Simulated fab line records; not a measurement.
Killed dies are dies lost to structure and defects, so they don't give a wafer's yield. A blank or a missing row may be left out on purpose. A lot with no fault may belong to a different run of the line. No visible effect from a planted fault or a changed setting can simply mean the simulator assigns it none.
A lot that was struck, set against a sound lot | flow berkeleyCmos170 | 13 out of 331 route steps
Sound: the wafers L911.3, L911.4, L911.6. Wafers struck: L916.1, L916.4, L916.6. At the end, the cause is stated.
Per side, at each step with rows, come the tool, then ch with its chambers, and then its first start. Under that, the readings that differ: sound wafers | struck wafers | difference of the means | sigmas: that difference in standard deviations of wafers without a fault.
alike: words and numbers the same on both sides, and readings whose means are apart by under 2 such deviations; not compared: readings that were withheld, readings missing a value for some wafer, numbers with overlapping values and no deviation given by the record, and bounds like >300 which may hide the same value.
The two part at a step that has a row with sigmas, a row that says differs or no value, or rows on one side only. When numbers do not overlap yet have no deviation, they are printed without sigmas and do not part them. A reading that every wafer of one side lacks parts them only if that side has two wafers or more.

UCB170_START_BOW_MEAS_00:
  sound: filmMetro-03 at day 1 10:02; struck: filmMetro-01 at day 2 11:00
  alike: INCOMING_BOW
then, 2 steps without rows for these wafers: UCB170_START_CLEAN_01 (cleans in dHF, time 60 s); UCB170_START_OXIDATION_02 (target thk 20 nm, ox time 1800 s).
UCB170_START_THK_MEAS_03:
  sound: filmMetro-03 at day 1 11:55; struck: filmMetro-01 at day 2 20:11
reading              | sound          | struck         | difference | sigmas
START_OXIDE_THK (nm) | 19.4 19.2 18.9 | 20.5 20.3 21.0 | +1.4       | +3
then, 4 steps without rows for these wafers: UCB170_START_ANNEAL_04 (time 1200 s); UCB170_ZERO_HMDS_00 (prime time 60 s); UCB170_ZERO_COAT_01 (resist thk 900 nm); UCB170_ZERO_SOFTBAKE_02 (time 57.63 s).
UCB170_ZERO_EXPOSE_03: exposes mask PM MARKS, target cd 4000 nm.
  struck on krfScanner-01, day 3 07:08; sound on krfScanner-01 ch 0, day 1 19:18
  no value came back on the struck wafers for exposureDoseMJCm2, focusOffsetNm (nm); on the sound wafers exposureDoseMJCm2 reads 29.995 29.961 29.935
  alike: mask
then, 2 steps without rows for these wafers: UCB170_ZERO_PEB_04; UCB170_ZERO_DEVELOP_05 (develop time 45 s).
UCB170_ZERO_ETCH_06: etches SiO2 in CHF3/CF4/Ar, time 12 s.
  sound on rieDiel-02 ch 2,3, day 1 19:49; struck on rieDiel-03 ch 1,3, day 3 08:01
reading             | sound             | struck            | difference | sigmas
oesProductAu (a.u.) | 0.612 0.593 0.619 | 0.365 0.375 0.381 | -0.234     | -25
  alike: CHF3_flow_sccm, chamberPressureMTorr, drypumpMotorCurrentA, throttleValvePct
  not compared: rfHoursCounterH
UCB170_ZERO_STRIP_07: strips in O2.
  sound on plasmaAsher-03 ch 0,1, day 1 19:52; struck on plasmaAsher-03 ch 0,1, day 3 08:03
  alike: chamberPressureMTorr, drypumpMotorCurrentA, oesProductAu, stripTimeToEndpointS
  not compared: rfHoursCounterH

== WHERE THEY PART ==
Last at UCB170_ZERO_ETCH_06 as far as this record goes, first at UCB170_START_THK_MEAS_03. Later steps at which nothing parts them and some readings are alike: UCB170_ZERO_STRIP_07.

WHY: whatever the simulator had introduced
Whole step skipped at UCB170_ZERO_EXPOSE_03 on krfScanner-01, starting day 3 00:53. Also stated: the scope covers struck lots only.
